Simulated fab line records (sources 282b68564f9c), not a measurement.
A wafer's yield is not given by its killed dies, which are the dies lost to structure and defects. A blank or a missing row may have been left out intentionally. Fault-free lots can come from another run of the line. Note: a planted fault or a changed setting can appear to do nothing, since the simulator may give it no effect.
A struck lot beside a sound one + flow rit cmos + 19 steps out of a route of 202
Sound: wafers L479.1, L479.5, L479.6. The struck wafers were L489.3, L489.4, L489.5. At the end, the cause is stated.
Order at every step that has rows: each side's tool, ch and its chambers, its first start. Under that, the readings that differ: sound wafers + struck wafers + difference of the means + sigmas: that difference in standard deviations of wafers without a fault.
alike: words and numbers the same on both sides, and readings whose means are apart by under 2 such deviations; not compared: readings that were withheld, readings missing a value for some wafer, numbers with overlapping values and no deviation given by the record, and bounds like >300 which may hide the same value.
Wherever a step has rows on one side only, a row that says differs or no value, or a row with sigmas, the two part there. Numbers that have no deviation but don't overlap get no sigmas and don't part them. A reading that every wafer of one side lacks parts them only if that side has two wafers or more.

first, 3 steps without rows for these wafers: RIT_GATE_CLEAN_02 (cleans in dHF, time 30 s); RIT_GATE_CLEAN_03 (cleans in SC2, time 600 s); RIT_GATE_CLEAN_04 (cleans in dHF, time 60 s).
RIT_FOX2_THK_MEAS_91:
  sound on film metro-04, day 4 15:07; struck on film metro-04, day 6 16:46
  alike: FIELD_OXIDE_LEFT_2_THK
then, 2 steps without rows for these wafers: RIT_GATE_OXIDATION_05 (target thk 3 nm, ox time 270 s); RIT_GATE_ANNEAL_06 (time 600 s).
RIT_GATE_THK_MEAS_07:
  sound on film metro-01, day 4 16:30; struck on film metro-04, day 6 18:24
  alike: GATE_OXIDE_THK
then, 1 step without rows for these wafers: RIT_GATE_CVD_08 (deposits poly-Si from SiH4, target thk 250 nm, time 2220 s).
RIT_GATE_THK_MEAS_09:
  sound on film metro-04, day 4 18:11; struck on film metro-01, day 6 20:53
  alike: GATE_POLY_THK
then, 3 steps without rows for these wafers: RIT_GATE_HMDS_10 (prime time 60 s); RIT_GATE_COAT_11 (resist thk 850 nm); RIT_GATE_SOFTBAKE_12 (time 60 s).
RIT_GATE_EXPOSE_13: exposes mask M6, target cd 150 nm.
  sound on iline stepper-01 ch 0, day 4 18:49; struck on iline stepper-01 ch 0, day 6 21:32
| reading                      | sound                | struck      | difference | sigmas |
|------------------------------|----------------------|-------------|------------|--------|
| model.GATE.overlay x nm (nm) | 0.3052 0.3052 0.3052 | 130 130 130 | +130       |        |
  alike: mask, exposure dose mJ cm2
then, 2 steps without rows for these wafers: RIT_GATE_PEB_14; RIT_GATE_DEVELOP_15 (develop time 50 s).
RIT_GATE_CD_MEAS_16: target cd 150 nm.
  sound on cd sem-01, day 4 19:13; struck on cd sem-01, day 6 21:56
  alike: cd nm
RIT_GATE_OVL_MEAS_17:
  sound on overlay-01, day 4 19:20; struck on overlay-02, day 6 22:02
| reading       | sound        | struck            | difference | sigmas      |
|---------------|--------------|-------------------|------------|-------------|
| GATE_OVL (nm) | 0.4 0.2 -1.4 | 128.3 129.2 129.4 | +129.2     | +99 or more |
then, 1 step without rows for these wafers: RIT_GATE_HARDBAKE_18 (time 60 s).
RIT_M1_PROBE_99:
  sound on prober-01, day 5 15:23; struck on prober-01, day 7 18:30
| reading                                                 | sound                | struck               | difference | sigmas |
|---------------------------------------------------------|----------------------|----------------------|------------|--------|
| model.etest.nldd.width nm (nm)                          | 3152 3165 3173       | 3133 3128 3136       | -31        |        |
| model.etest.pldd.width nm (nm)                          | 3173 3168 3171       | 3144 3132 3148       | -29        |        |
| model.etest.select edge diode n.leak log10 a (angstrom) | -9.851 -10.1 -10.01  | -7.33 -7.392 -7.466  | +2.59      |        |
| model.etest.select edge diode p.leak log10 a (angstrom) | -10.55 -10.41 -10.53 | -7.978 -8.254 -8.128 | +2.377     |        |
| model.etest.gate end array.leak log10 a um              | -12.97 -12.9 -12.8   | -12.09 -11.96 -12.02 | +0.87      |        |
  alike: killed at front end, killed dies, killed on rim, killed open, killed short

WHERE THEY PART
Only at RIT_GATE_OVL_MEAS_17, within this record. Later steps at which nothing parts them and some readings are alike: RIT_M1_PROBE_99.

WHY: the cause the simulator had injected
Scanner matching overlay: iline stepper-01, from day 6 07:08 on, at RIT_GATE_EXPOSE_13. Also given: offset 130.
